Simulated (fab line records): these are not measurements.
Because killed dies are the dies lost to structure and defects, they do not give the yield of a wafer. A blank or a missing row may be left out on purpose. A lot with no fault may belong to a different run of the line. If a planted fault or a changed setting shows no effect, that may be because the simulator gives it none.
Problem report, 8D (eight disciplines) form, completed by code | flow berkeleyCmos170 | the parts of the form that need people (team, actions taken, sign-off) are left out

## 1. PROBLEM STATEMENT
Wafers free of any fault read 603 (standard deviation 3.3) for PFIELD_TW at UCB170_PFIELD_TW_MEAS_09, against a mean of 533 on 6 wafers of 2 lots. Measured from the usual mean, that is -21 standard deviations.
Earliest sighting: wafer L926.2 on filmMetro-01 at day 6 17:08. At this step, 42 wafers from 14 lots have a number in the record. By rule, "out" or "out of limits" means more than 4 standard deviations away from the usual mean. The other wafers with a number count as sound.

## 2. WHAT IT IS; WHAT IT IS NOT
question                    | is                         | is not
which readings at this step | PFIELD_TW                  | -
which lots                  | L926, L931                 | L917, L918, L919, L920, L921, L922, L925, L932, L934, L936, L938, L939
which wafers of those lots  | all that have a number     | -
read on which gauges        | filmMetro-01, filmMetro-04 | filmMetro-02
when                        | from day 6 17:08           | up to then (21 sound wafers); but 15 sound wafers of L932, L934, L936, L938, L939 came after

## 3. WHAT RULES OUT EACH SUSPECT
Counting: a tool at a process step up to the reading stays a suspect if it ran every lot that is out and no sound lot after the first of them.
- ruled out: the gauge at UCB170_PFIELD_TW_MEAS_09. The wafers that are out were read on 2 gauges (filmMetro-01, filmMetro-04).
- implanter-03 at UCB170_PFIELD_IMPLANT_07: kept. It ran every lot that is out, first L926 (day 6 16:55), and no sound lot after that; its last sound lot up to then is L922 (day 5 15:21). On those wafers its own readings are out: doseIonsCm2, faradayCurrentUA.
Remaining after the count: implanter-03 at UCB170_PFIELD_IMPLANT_07.

## 4. THE CAUSE (what the simulator had put in)
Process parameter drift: implanter-03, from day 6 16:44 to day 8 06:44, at UCB170_PFIELD_IMPLANT_07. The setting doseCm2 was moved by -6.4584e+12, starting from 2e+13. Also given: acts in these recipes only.
After counting, this tool was the only one left.

## 5. SEQUENCE OF EFFECTS, ordered by route
Rows list readings where the struck wafers' mean (over those with a number) sits beyond 3 standard deviations from the usual. Readings are gone through only where the record gives a usual standard deviation; hours: the median, over the lots, of the time from a lot's start at the first step in this table giving one to that lot's start at this step; sigmas: the change measured in usual standard deviations.
hours | step                     | reading          | usual | on struck wafers | change | sigmas
0     | UCB170_PFIELD_IMPLANT_07 | doseIonsCm2      | 2e+13 | 1e+13            | -6e+12 | -99 or more
0     | UCB170_PFIELD_IMPLANT_07 | faradayCurrentUA | 63.5  | 41.9             | -21.6  | -17
0     | UCB170_PFIELD_TW_MEAS_09 | PFIELD_TW        | 603   | 533              | -70    | -21
Process steps it contains:
- UCB170_PFIELD_IMPLANT_07
Later steps that measure or inspect, where all struck wafers having a row at the step show a number for every such reading and not one has moved that far: UCB170_PVT_OVL_MEAS_06.

## 6. WHAT WOULD HAVE CAUGHT IT SOONER
Counted from the fault's start at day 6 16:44, it took 0 hours until the first out-of-limits reading at a measuring or inspecting step in this record, taken at day 6 17:08.
At UCB170_PFIELD_IMPLANT_07, the tool's own readings (doseIonsCm2, faradayCurrentUA) were out on each struck wafer the step has a row for, so an alarm limit on them would have fired on the first such wafer.
Among the 2 lots that are out, L931 began UCB170_PFIELD_IMPLANT_07 on implanter-03 after day 6 17:08. Holding the tool at that time would have saved it.
